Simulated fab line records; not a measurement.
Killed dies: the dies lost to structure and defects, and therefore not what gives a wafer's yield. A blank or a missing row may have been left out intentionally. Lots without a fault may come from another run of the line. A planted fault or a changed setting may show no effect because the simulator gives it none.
Which of the tools did it?	flow rit-cmos	14 lots with 42 wafers sampled at 2 steps, on a route of 202 steps

== WHAT EACH GAUGE READ, for each wafer ==
RIT_PWELL_OVL_MEAS_06. Usual: PWELL_OVL gives 1.2 nm (standard deviation 1.4).
lot	measured	on	PWELL_OVL (nm)	flag
L292	day 2 00:31	overlay-01	1.4 0.9 1.9	
L294	day 2 11:07	overlay-01	3.5 3.6 2.3	
L295	day 2 15:37	overlay-01	-0.2 1.3 1.9	
L297	day 3 02:49	overlay-01	1.9 2.7 1.2	
L298	day 3 11:02	overlay-01	0.7 0.3 2.0	
L299	day 3 17:23	overlay-01	1.5 1.4 0.9	
L300	day 3 21:24	overlay-01	- - - - - -	OFF
L301	day 4 02:28	overlay-01	- - - - - -	OFF
L304	day 4 15:59	overlay-02	-0.3 0.2 0.1	
L311	day 5 23:11	overlay-01	0.7 2.4 1.6	
L312	day 6 05:29	overlay-02	1.4 2.7 -0.2	
L313	day 6 10:38	overlay-02	1.5 -0.5 -0.3	
L314	day 6 14:45	overlay-02	0.3 2.3 0.2	
L315	day 6 19:38	overlay-02	0.0 -0.4 -1.2	

== TOOL THAT RAN EACH LOT (tool first, then ch and the chambers of the sampled wafers, then the start) ==
lot	RIT_PWELL_EXPOSE_03
L292	iline-stepper-02 ch 0, day 2 00:05
L294	iline-stepper-01 ch 0, day 2 10:31
L295	iline-stepper-02 ch 0, day 2 15:11
L297	iline-stepper-01 ch 0, day 3 02:23
L298	iline-stepper-01 ch 0, day 3 10:38
L299	iline-stepper-02 ch 0, day 3 16:58
L300	iline-stepper-02 ch 0, day 3 20:59
L301	iline-stepper-02 ch 0, day 4 02:03
L304	iline-stepper-01 ch 0, day 4 15:34
L311	iline-stepper-01 ch 0, day 5 22:45
L312	iline-stepper-01 ch 0, day 6 05:03
L313	iline-stepper-01 ch 0, day 6 10:01
L314	iline-stepper-01 ch 0, day 6 14:19
L315	iline-stepper-01 ch 0, day 6 19:13
- RIT_PWELL_EXPOSE_03: exposes mask M3, target cd 43700 nm.

== WHAT THE TOOLS THEMSELVES READ (means of the sampled wafers that have a number; where no wafer has one, the mark that the record gives instead) ==
The record holds no such reading with a usual standard deviation.

== THE ANSWER, worked out from the rows above alone ==
Rule: lot off if the mean of its wafers having a number is beyond 3 standard deviations from the usual mean. Also off: a lot with no number at a reading for which 4 or more lots have one. Where the step has rows for the other lots, those lots are counted as sound. The gauges are gone through in route order, then the tools' own readings, and for those a lot's mean is taken as printed above. At the first step where some lot is off, the reading lying furthest off is the one used; lots without a number count as furthest.
Off: L300, L301, seen at RIT_PWELL_OVL_MEAS_06 (PWELL_OVL). Without a number there: L300, L301.
If a tool, at a process step before that reading, ran all the lots that are off and no sound lot after the first of them, it fits. Gauges at RIT_PWELL_OVL_MEAS_06: tried the same way as those tools. One fits: RIT_PWELL_EXPOSE_03 on iline-stepper-02. Its last sound lot is L299 (day 3 16:58), its first lot that is off L300 (day 3 20:59): a fault that began between those two fits.

== WHAT THE SIMULATOR PUT IN ==
Scanner matching overlay: iline-stepper-02, from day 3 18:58 on, at RIT_PWELL_EXPOSE_03. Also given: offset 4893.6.
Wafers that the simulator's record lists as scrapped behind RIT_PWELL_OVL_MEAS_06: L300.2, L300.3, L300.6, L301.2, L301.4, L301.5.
Lots struck among those shown: L300, L301. The rule given above showed the same thing.
